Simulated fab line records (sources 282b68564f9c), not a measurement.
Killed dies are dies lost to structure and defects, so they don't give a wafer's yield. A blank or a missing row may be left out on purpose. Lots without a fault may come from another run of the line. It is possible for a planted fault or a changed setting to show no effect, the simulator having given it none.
Which tool did it? ; flow rit-cmos ; 14 lots, 42 wafers sampled, at 2 steps of a route of 202

== WHAT THE GAUGES SHOWED, per wafer ==
The record holds no reading of a measuring or inspecting step that can be judged against a usual standard deviation.

== TOOL THAT RAN EACH LOT (tool first, then ch and the chambers of the sampled wafers, then the start) ==
lot;RIT_FOX2_WET_ETCH_03;RIT_M1_PROBE_99
L519;wet-bench-01 ch 3, day 1 22:39;-
L520;wet-bench-01 ch 1, day 2 02:37;-
L523;wet-bench-04 ch 2, day 2 16:52;-
L524;wet-bench-04 ch 1, day 2 20:57;-
L525;wet-bench-01 ch 1, day 3 01:32;prober-02, day 4 19:53
L529;wet-bench-02 ch 3, day 3 23:07;-
L530;wet-bench-04 ch 3, day 4 03:40;prober-01, day 5 20:39
L531;wet-bench-04 ch 1, day 4 09:07;prober-02, day 6 02:02
L535;wet-bench-01 ch 1, day 5 04:32;-
L538;wet-bench-01 ch 0, day 5 18:07;-
L539;wet-bench-01 ch 3, day 5 22:42;-
L540;wet-bench-01 ch 2, day 6 05:00;-
L541;wet-bench-02 ch 3, day 6 10:04;-
L542;wet-bench-01 ch 1, day 6 15:25;-
- RIT_FOX2_WET_ETCH_03: etches Si3N4 in H3PO4, target depth 195 nm, time 2700 s.
- RIT_M1_PROBE_99

== AS READ BY THE TOOLS THEMSELVES (means over the sampled wafers that have a number; for cases with no such wafer, the mark the record gives instead) ==
RIT_FOX2_WET_ETCH_03. Usual: run-length-s at 2728 s, with a standard deviation of 3.3.
lot;tool;run-length-s (s);flag
L519;wet-bench-01;2726;
L520;wet-bench-01;2728;
L523;wet-bench-04;2726;
L524;wet-bench-04;2726;
L525;wet-bench-01;2727;
L529;wet-bench-02;2728;
L530;wet-bench-04;2555;OFF
L531;wet-bench-04;2555;OFF
L535;wet-bench-01;2728;
L538;wet-bench-01;2727;
L539;wet-bench-01;2726;
L540;wet-bench-01;2732;
L541;wet-bench-02;2727;
L542;wet-bench-01;2735;

RIT_M1_PROBE_99. Usual: killed_at_M0_to_M3 0.0, standard deviation 0.12; killed-at-front-end 7.1, standard deviation 2.7; killed-dies 7.2, standard deviation 2.7; killed-open 3.5, standard deviation 1.9; killed-short 3.6, standard deviation 1.9.
lot;tool;killed_at_M0_to_M3;killed-at-front-end;killed-dies;killed-open;killed-short;flag
L525;prober-02;0.3;7.7;8.0;3.0;4.7;
L530;prober-01;0.0;8.7;8.7;4.3;4.3;
L531;prober-02;0.0;4.0;4.0;2.0;2.0;

== THE ANSWER, worked out from the rows above alone ==
Rule: a lot counts as off when the mean over its wafers that have a number is more than 3 standard deviations away from the usual mean. Also off: a lot with no number at a reading for which 4 or more lots have one. Where the step has rows for the other lots, those lots are counted as sound. First the gauges in route order, then the tools' own readings, where a lot's mean is used as printed above. At the first step where some lot is off, the reading lying furthest off is the one used; lots without a number count as furthest.
Off, at RIT_FOX2_WET_ETCH_03 on run-length-s: L530, L531.
If a tool, at that step or one of the process steps before it, ran each lot that is off and ran no sound lot following the first of them, it fits. One fits: RIT_FOX2_WET_ETCH_03 on wet-bench-04. Its last sound lot is L524 (day 2 20:57), its first lot that is off L530 (day 4 03:40): a fault that began between those two fits.
The tool's own readings at RIT_FOX2_WET_ETCH_03 bear it out: on the lots that are off they differ by more than 5 times the standard deviation of the sound lots' means. run-length-s reads 2555 s there against 2728 s on the sound lots.

== WHAT THE SIMULATOR HAD PUT IN ==
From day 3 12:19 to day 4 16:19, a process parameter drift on wet-bench-04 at RIT_FOX2_WET_ETCH_03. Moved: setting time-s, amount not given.
Lots struck among those shown: L530, L531. The rule given above showed the same thing.
